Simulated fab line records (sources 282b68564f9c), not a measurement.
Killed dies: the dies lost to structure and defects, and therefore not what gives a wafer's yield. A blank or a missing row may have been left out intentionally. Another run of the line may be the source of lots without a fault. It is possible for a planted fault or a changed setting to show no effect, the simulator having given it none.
Problem report, 8D (eight disciplines) form, completed by code	flow rit_cmos	the parts of the form that need people (team, actions taken, sign-off) are left out

1. WHAT WENT WRONG
Mean SPACER_NITRIDE_THK at RIT_SPACER_THK_MEAS_04: 82.3 nm over 6 wafers in 2 lots; fault-free wafers: 248.2 nm, standard deviation 2. Measured from the usual mean, that is -83 standard deviations.
Seen first at day 5 02:38 on film_metro-04, wafer L909.1. At this step, 42 wafers from 14 lots have a number in the record. The rule behind "out" and "out of limits": a value lying over 4 standard deviations away from the usual mean. All remaining wafers that have a number are taken as sound.

2. WHAT THIS IS AND IS NOT
question	is	is not
which readings at this step	SPACER_NITRIDE_THK	-
which lots	L909, L914	L900, L901, L902, L903, L904, L905, L906, L907, L908, L910, L917, L918
which wafers of those lots	all that have a number	-
read on which gauges	film_metro-04	film_metro-01
when	from day 5 02:38	up to then (27 sound wafers); but 9 sound wafers of L910, L917, L918 came after

3. THE SUSPECTS, EACH WITH WHAT RULES IT OUT
Counting: a tool at any process step up to the reading remains a suspect when it ran all the lots that are out and ran no sound lot after the first of those.
- the gauge at RIT_SPACER_THK_MEAS_04: ruled out. All the wafers that are out were read on film_metro-04, but those of them that RIT_SPACER_ETCHBACK_05 has rows for are out there too, on other tools.
- lpcvd-02 at RIT_SPACER_CVD_03 (deposits Si3N4 from SiH2Cl2/NH3, target thk 250 nm, time 3300 s): kept. It processed each lot that is out, first L909 at day 5 00:43, and no sound lot thereafter; up to then, the last sound lot it processed was L907 at day 4 19:07.
Left after counting: lpcvd-02 at RIT_SPACER_CVD_03.

4. THE CAUSE (what the simulator had put in)
lpcvd-02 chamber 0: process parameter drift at RIT_SPACER_CVD_03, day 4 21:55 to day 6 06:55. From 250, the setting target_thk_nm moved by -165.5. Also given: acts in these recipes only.
Counting left only this tool.

5. SEQUENCE OF EFFECTS, ordered by route
One row per reading whose mean, taken over the struck wafers that have a number, lies over 3 standard deviations from the usual. Only readings for which the record gives a usual standard deviation are gone through. hours: the time from each lot's start at the first step in this table that gives one to its start at this step, as a median over the lots. sigmas: the change in usual standard deviations.
hours	step	reading	usual	on struck wafers	change	sigmas
0	RIT_SPACER_THK_MEAS_04	SPACER_NITRIDE_THK	248.2 nm	82.3	-165.9	-83
0	RIT_SPACER_ETCHBACK_05	oes_product_au	0.841 a.u.	0.428	-0.413	-29
11	RIT_M1_BOW_MEAS_16	M1_BOW	16 um	-5	-21	-3.3
Here are the process steps it includes:
- RIT_SPACER_ETCHBACK_05: etches Si3N4 in SF6/CHF3, stops on SiO2, target depth 250 nm, time 240 s.

6. HOW IT WOULD HAVE BEEN CAUGHT EARLIER
The first out-of-limits reading at a measuring or inspecting step in this record came at day 5 02:38, 5 hours after the fault's start at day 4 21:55.
No tool reading at RIT_SPACER_CVD_03 that has a usual standard deviation in the record was out on any struck wafer, so an alarm limit of 4 standard deviations on those readings would not have fired.
L914, from the lots that are out (2), started RIT_SPACER_CVD_03 on lpcvd-02 later than day 5 02:38. A tool hold placed at that time would have kept it from harm.
